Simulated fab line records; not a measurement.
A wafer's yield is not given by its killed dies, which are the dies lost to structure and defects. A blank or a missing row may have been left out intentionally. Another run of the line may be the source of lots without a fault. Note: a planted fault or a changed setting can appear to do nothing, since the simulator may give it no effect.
Which tool did it? ; flow berkeleyCmos170 ; 21 wafers from 7 lots sampled at 3 of the route's 331 steps

== WHAT THE GAUGES READ, wafer by wafer ==
UCB170_V2_CD_MEAS_12 targets a cd of 700 nm.
lot;measured;on;cdNm (nm)
L934;day 9 04:23;cdSem-02;701.2 700.6 699.7
L936;day 9 13:49;cdSem-02;700.7 700.0 701.3
L937;day 9 20:01;cdSem-01;698.7 699.9 698.5
L948;day 13 00:59;cdSem-01;701.8 703.8 702.2
L952;day 14 06:20;cdSem-01;700.6 699.3 699.4
L954;day 14 22:46;cdSem-01;697.2 698.4 696.8

== TOOL THAT RAN EACH LOT (tool first, then ch and the chambers of the sampled wafers, then the start) ==
lot;UCB170_NWELL_STRIP_15;UCB170_CONTACT_ETCH_18
L934;plasmaAsher-04 ch 0,1, day 3 02:04;rieDiel-01 ch 2,3, day 8 15:00
L936;plasmaAsher-03 ch 0,1, day 3 15:10;rieDiel-02 ch 0,2, day 9 03:00
L937;plasmaAsher-03 ch 0,1, day 3 22:50;rieDiel-03 ch 0,1, day 9 06:00
L942;plasmaAsher-03 ch 0,1, day 4 12:09;rieDiel-03 ch 1,2, day 10 03:00
L948;plasmaAsher-04 ch 0,1, day 5 22:02;rieDiel-02 ch 2,3, day 12 07:00
L952;plasmaAsher-01 ch 0,1, day 6 21:04;rieDiel-03 ch 0,1,2, day 13 14:00
L954;plasmaAsher-04 ch 0,1, day 7 07:46;rieDiel-01 ch 0,1, day 14 08:00
- UCB170_NWELL_STRIP_15: strips in O2.
- UCB170_CONTACT_ETCH_18: etches PSG in CHF3/CF4/Ar, stops on TiSi2, target depth 840 nm, time 195 s.

== THE ANSWER, worked out from the rows above alone ==
Rule: the usual values come from the lots themselves. Put in order of their means at a reading, lots are off if they are a third of the lots or fewer, leave a main group of 4 or more, and stand apart from it by a gap of 3 or more times the standard deviation of the main group's means; of several such gaps the widest counts. The tables above print the reading to a certain number of digits; a main group whose means all agree to those digits is not used. A lot without any number at a reading at which 4 lots or more have one is off too. All remaining lots with rows at the step are treated as sound.
Across all readings shown, no lot is off: no conclusion can be drawn from this.

== WHAT THE SIMULATOR PUT IN ==
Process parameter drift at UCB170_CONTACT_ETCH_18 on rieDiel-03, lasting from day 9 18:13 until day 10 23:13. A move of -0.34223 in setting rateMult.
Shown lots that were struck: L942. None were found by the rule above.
